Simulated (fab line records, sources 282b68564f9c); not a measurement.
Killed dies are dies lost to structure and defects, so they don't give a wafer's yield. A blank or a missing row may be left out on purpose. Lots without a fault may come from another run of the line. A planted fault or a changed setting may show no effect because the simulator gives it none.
Which tool did it? | flow rit_cmos | 13 lots, 39 wafers sampled, at 6 steps of a route of 202

WHAT THE GAUGES READ, wafer by wafer
RIT_NRETRO_OVL_MEAS_06.
lot  | measured    | on         | NRETRO_OVL (nm)
L916 | day 2 05:30 | overlay-01 | 1.2 1.5 2.1
L917 | day 2 11:03 | overlay-01 | 0.5 -0.3 1.3
L918 | day 2 17:03 | overlay-01 | 0.6 1.3 -0.3
L919 | day 2 21:11 | overlay-02 | 0.5 -0.6 -1.2
L920 | day 3 01:28 | overlay-02 | 0.3 -1.8 0.5
L921 | day 3 06:34 | overlay-01 | -1.2 -0.3 -0.3
L922 | day 3 11:34 | overlay-01 | 1.0 0.0 1.9
L923 | day 3 18:15 | overlay-02 | 0.4 1.6 1.4
L925 | day 4 02:47 | overlay-01 | 1.0 -0.2 2.0
L926 | day 4 08:27 | overlay-01 | -0.6 1.4 -1.1
L928 | day 4 18:44 | overlay-02 | 0.2 -0.5 1.7
L930 | day 5 03:41 | overlay-01 | -0.5 -2.1 0.7
L933 | day 5 22:37 | overlay-02 | -0.6 -0.2 0.5

RIT_SPACER_THK_MEAS_04.
lot  | measured    | on            | SPACER_NITRIDE_THK (nm)
L916 | day 2 21:37 | film_metro-01 | 248.7 248.8 248.3
L917 | day 3 04:04 | film_metro-03 | 250.2 252.6 251.5
L918 | day 3 12:06 | film_metro-01 | 249.3 247.9 250.3
L919 | day 3 14:28 | film_metro-01 | 255.6 256.5 254.7
L920 | day 3 18:28 | film_metro-03 | 252.5 250.2 252.9
L921 | day 3 23:40 | film_metro-04 | 246.8 249.1 248.4
L922 | day 4 06:00 | film_metro-04 | 250.9 249.3 251.8
L923 | day 4 14:02 | film_metro-03 | 246.1 247.6 247.1
L925 | day 4 19:17 | film_metro-04 | 253.5 253.2 253.4
L926 | day 5 00:32 | film_metro-04 | 249.4 249.0 249.8
L928 | day 5 13:53 | film_metro-04 | 238.6 237.6 235.7
L930 | day 5 22:42 | film_metro-01 | 232.0 231.3 232.9
L933 | day 6 15:10 | film_metro-04 | 247.9 249.5 249.9

RIT_NSD_TW_MEAS_10.
lot  | measured    | on            | NSD_TW
L916 | day 2 23:19 | film_metro-03 | 3137 3124 3126
L917 | day 3 05:45 | film_metro-02 | 3155 3146 3176
L918 | day 3 13:52 | film_metro-03 | 3147 3137 3138
L919 | day 3 16:02 | film_metro-04 | 3185 3189 3196
L920 | day 3 20:10 | film_metro-04 | 3203 3195 3198
L921 | day 4 01:14 | film_metro-03 | 3140 3141 3124
L922 | day 4 07:34 | film_metro-04 | 3203 3160 3176
L923 | day 4 15:46 | film_metro-04 | 3198 3175 3181
L925 | day 4 21:27 | film_metro-04 | 3154 3183 3180
L926 | day 5 02:18 | film_metro-03 | 3182 3174 3177
L928 | day 5 15:37 | film_metro-03 | 3205 3177 3165
L930 | day 6 00:27 | film_metro-03 | 3159 3172 3149
L933 | day 6 16:44 | film_metro-03 | 3157 3137 3160

WHICH TOOL RAN EACH LOT (tool, then ch and the chambers of the sampled wafers, then the start)
lot  | RIT_SPACER_CVD_03          | RIT_SPACER_ETCHBACK_05            | RIT_NSD_SOFTBAKE_02
L916 | lpcvd-02 ch 1, day 2 19:43 | rie_diel-01 ch 1,2, day 2 21:41   | litho_track-01 ch 0, day 2 22:08
L917 | lpcvd-01 ch 1, day 3 02:08 | rie_diel-01 ch 0,1, day 3 04:07   | litho_track-01 ch 0, day 3 04:35
L918 | lpcvd-01 ch 1, day 3 10:11 | rie_diel-04 ch 1,2, day 3 12:10   | litho_track-03 ch 0, day 3 12:37
L919 | lpcvd-01 ch 0, day 3 12:34 | rie_diel-01 ch 1,2,3, day 3 14:32 | litho_track-01 ch 0, day 3 14:59
L920 | lpcvd-01 ch 0, day 3 16:32 | rie_diel-02 ch 2,3, day 3 18:31   | litho_track-03 ch 0, day 3 18:59
L921 | lpcvd-02 ch 0, day 3 21:45 | rie_diel-04 ch 0,1,3, day 3 23:43 | litho_track-04 ch 0, day 4 00:10
L922 | lpcvd-01 ch 1, day 4 03:06 | rie_diel-04 ch 1,3, day 4 06:02   | litho_track-01 ch 0, day 4 06:32
L923 | lpcvd-01 ch 0, day 4 12:07 | rie_diel-04 ch 0,3, day 4 14:05   | litho_track-01 ch 0, day 4 14:32
L925 | lpcvd-01 ch 1, day 4 17:22 | rie_diel-01 ch 0,1,3, day 4 19:21 | litho_track-03 ch 0, day 4 19:59
L926 | lpcvd-02 ch 1, day 4 22:37 | rie_diel-01 ch 0,1,3, day 5 00:36 | litho_track-01 ch 0, day 5 01:13
L928 | lpcvd-02 ch 1, day 5 11:59 | rie_diel-01 ch 1,2,3, day 5 13:57 | litho_track-01 ch 0, day 5 14:24
L930 | lpcvd-02 ch 1, day 5 20:46 | rie_diel-01 ch 1,3, day 5 22:45   | litho_track-04 ch 0, day 5 23:13
L933 | lpcvd-01 ch 0, day 6 13:15 | rie_diel-01 ch 0,1,3, day 6 15:13 | litho_track-01 ch 0, day 6 15:42
- RIT_SPACER_CVD_03: deposits Si3N4 from SiH2Cl2/NH3, target thk 250 nm, time 3300 s.
- RIT_SPACER_ETCHBACK_05: etches Si3N4 in SF6/CHF3, stops on SiO2, target depth 250 nm, time 240 s.
- RIT_NSD_SOFTBAKE_02: time 61.69 s.

WHAT THE TOOLS THEMSELVES READ (means of the sampled wafers that have a number; where no wafer has one, the mark that the record gives instead)
RIT_SPACER_CVD_03.
lot  | tool     | nh3_flow_sccm (sccm) | pressure_mtorr (mTorr) | zone_power_load_pct (%)
L916 | lpcvd-02 | 150.7                | 299.8                  | 24.5
L917 | lpcvd-01 | 149.9                | 300.2                  | 18.6
L918 | lpcvd-01 | 150.4                | 300.4                  | 18.6
L919 | lpcvd-01 | 150.0                | 300.0                  | 23.6
L920 | lpcvd-01 | 149.8                | 299.5                  | 23.6
L921 | lpcvd-02 | 149.5                | 299.7                  | 25.8
L922 | lpcvd-01 | 150.5                | 300.5                  | 18.4
L923 | lpcvd-01 | 149.8                | 300.3                  | 23.6
L925 | lpcvd-01 | 149.9                | 300.4                  | 18.7
L926 | lpcvd-02 | 149.6                | 299.6                  | 24.3
L928 | lpcvd-02 | 150.5                | 239.9                  | 24.2
L930 | lpcvd-02 | 149.9                | 241.0                  | 24.7
L933 | lpcvd-01 | 150.3                | 300.2                  | 23.6

RIT_SPACER_ETCHBACK_05.
lot  | tool        | drypump_motor_current_A (A) | oes_product_au (a.u.) | rf_fwd_power_W (W) | throttle_valve_pct (%)
L916 | rie_diel-01 | 5.7                         | 0.818                 | 249.8              | 10.31
L917 | rie_diel-01 | 6.2                         | 0.841                 | 248.8              | 10.20
L918 | rie_diel-04 | 4.9                         | 0.838                 | 249.9              | 10.35
L919 | rie_diel-01 | 6.1                         | 0.853                 | 249.0              | 10.25
L920 | rie_diel-02 | 6.0                         | 0.845                 | 248.8              | 10.29
L921 | rie_diel-04 | 5.8                         | 0.827                 | 249.7              | 10.15
L922 | rie_diel-04 | 5.3                         | 0.835                 | 248.5              | 10.18
L923 | rie_diel-04 | 6.3                         | 0.821                 | 248.8              | 10.11
L925 | rie_diel-01 | 6.1                         | 0.862                 | 249.7              | 10.16
L926 | rie_diel-01 | 6.1                         | 0.850                 | 250.0              | 10.16
L928 | rie_diel-01 | 6.1                         | 0.806                 | 249.5              | 10.25
L930 | rie_diel-01 | 6.6                         | 0.800                 | 248.8              | 10.20
L933 | rie_diel-01 | 6.1                         | 0.849                 | 249.3              | 10.18

RIT_NSD_SOFTBAKE_02.
lot  | tool           | heater_power_total_W (W) | plate_sensor_t_centre_C (C) | plate_sensor_t_edge_C (C) | resist_line_temp_C (C)
L916 | litho_track-01 | 34.56                    | 90.967                      | 91.028                    | 23.04
L917 | litho_track-01 | 34.57                    | 90.982                      | 91.011                    | 23.00
L918 | litho_track-03 | 34.50                    | 90.977                      | 91.024                    | 22.95
L919 | litho_track-01 | 34.55                    | 90.965                      | 91.019                    | 23.09
L920 | litho_track-03 | 34.54                    | 90.971                      | 91.019                    | 22.98
L921 | litho_track-04 | 34.49                    | 90.976                      | 91.019                    | 22.89
L922 | litho_track-01 | 34.60                    | 90.981                      | 91.014                    | 22.91
L923 | litho_track-01 | 34.55                    | 90.960                      | 91.014                    | 23.03
L925 | litho_track-03 | 34.52                    | 90.974                      | 91.017                    | 22.94
L926 | litho_track-01 | 34.53                    | 90.969                      | 91.029                    | 23.02
L928 | litho_track-01 | 34.54                    | 90.962                      | 91.029                    | 23.02
L930 | litho_track-04 | 34.55                    | 90.966                      | 91.025                    | 23.15
L933 | litho_track-01 | 34.54                    | 90.962                      | 91.022                    | 23.00

THE ANSWER, worked out from the rows above alone
Rule: what is usual is taken from the lots themselves. Put in order of their means at a reading, lots are off if they are a third of the lots or fewer, leave a main group of 4 or more, and stand apart from it by a gap of 3 or more times the standard deviation of the main group's means; of several such gaps the widest counts. A main group whose means are all the same, to the digits that the tables above print for the reading, isn't used. A lot without any number at a reading at which 4 lots or more have one is off too. The other lots that the step has rows for count as sound. The gauges are gone through in route order, then the tools' own readings, and for those a lot's mean is taken as printed above. The first step at which some lot is off is used, and at that step the reading that is off furthest; a lot without a number counts as furthest.
Off: L928, L930, at RIT_SPACER_THK_MEAS_04 (SPACER_NITRIDE_THK). The main group: mean 250.4 nm, standard deviation 2.4.
A tool fits if, at a process step before that reading, it ran every lot that is off, and no sound lot after the first of them. The gauges at RIT_SPACER_THK_MEAS_04 aren't tried: what is off there is off at RIT_SPACER_CVD_03 too, on other tools, and a gauge's error can't cause that. One fits: lpcvd-02 at RIT_SPACER_CVD_03. Its last sound lot is L926 (day 4 22:37), its first lot that is off L928 (day 5 11:59): a fault that began between those two fits.
The tool's own readings at RIT_SPACER_CVD_03 bear it out: on the lots that are off they differ by more than 5 times the standard deviation of the sound lots' means. pressure_mtorr reads 240.4 mTorr there against 300.1 mTorr on the sound lots.

WHAT THE SIMULATOR HAD PUT IN
Process parameter drift: lpcvd-02, from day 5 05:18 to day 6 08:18, at RIT_SPACER_CVD_03. Setting pressure_mtorr, moved by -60, from 300. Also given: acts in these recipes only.
Lots struck among those shown: L928, L930. The rule above found the same.
